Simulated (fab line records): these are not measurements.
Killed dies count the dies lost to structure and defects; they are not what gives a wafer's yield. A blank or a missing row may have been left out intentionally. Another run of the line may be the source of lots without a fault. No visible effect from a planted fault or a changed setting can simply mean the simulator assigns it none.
8D (eight disciplines) problem report, filled in by code ; flow berkeleyCmos170 ; the parts of the form that need people (team, actions taken, sign-off) are left out

== 1. WHAT IS WRONG ==
Mean of beamEnergyKeV at UCB170_PLDD_IMPLANT_09: 10.145 across 6 wafers in 2 lots; on wafers with no fault it is 10.000 (standard deviation 0.0032). Relative to the usual mean, that is a shift of +45 standard deviations.
First observed at day 8 22:31: wafer L916.1, on implanter-02. The record holds 42 wafers of 14 lots with a number at this step. By rule, "out" or "out of limits" means more than 4 standard deviations away from the usual mean. The rest of the wafers with a number are treated as sound.

== 2. WHAT IT IS; WHAT IT IS NOT ==
question;is;is not
which readings at this step;beamEnergyKeV;-
which lots;L916, L918;L903, L904, L905, L906, L907, L908, L909, L910, L920, L921, L923, L924
which wafers of those lots;all that have a number;-
read on which tools;implanter-02;implanter-01, implanter-04
when;from day 8 22:31;"up to then (24 sound wafers); but 12 sound wafers of L920, L921, L923, L924 came after"

== 3. THE SUSPECTS, EACH WITH WHAT RULES IT OUT ==
Counting: a tool at a process step up to the reading stays a suspect if it ran every lot that is out and no sound lot after the first of them.
- implanter-02 at UCB170_PLDD_IMPLANT_09: kept. It ran every lot that is out, first L916 (day 8 22:31), and no sound lot after that; its last sound lot up to then is L907 (day 7 09:16). On those wafers its own readings are out: beamEnergyKeV.
After counting, what remains is implanter-02 at UCB170_PLDD_IMPLANT_09.

== 4. THE CAUSE (what the simulator had put in) ==
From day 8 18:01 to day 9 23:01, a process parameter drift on implanter-02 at UCB170_PLDD_IMPLANT_09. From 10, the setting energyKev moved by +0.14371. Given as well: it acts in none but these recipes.
This tool alone remained once counting was done.

== 5. SEQUENCE OF EFFECTS, ordered by route ==
One row per reading whose mean, taken over the struck wafers that have a number, lies over 3 standard deviations from the usual. Only readings whose record carries a usual standard deviation are examined. hours: median over the lots of the time between each lot's start at the first step of this table that gives one and its start at this step. sigmas: the change, counted in usual standard deviations.
hours;step;reading;usual;on struck wafers;change;sigmas
0;UCB170_PLDD_IMPLANT_09;beamEnergyKeV;10.000;10.145;+0.145;+45
It contains these process steps:
- UCB170_PLDD_IMPLANT_09

== 6. HOW IT WOULD HAVE BEEN CAUGHT EARLIER ==
In this record no reading fell out of limits until day 8 22:31, 4 hours after the fault had begun at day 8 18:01.
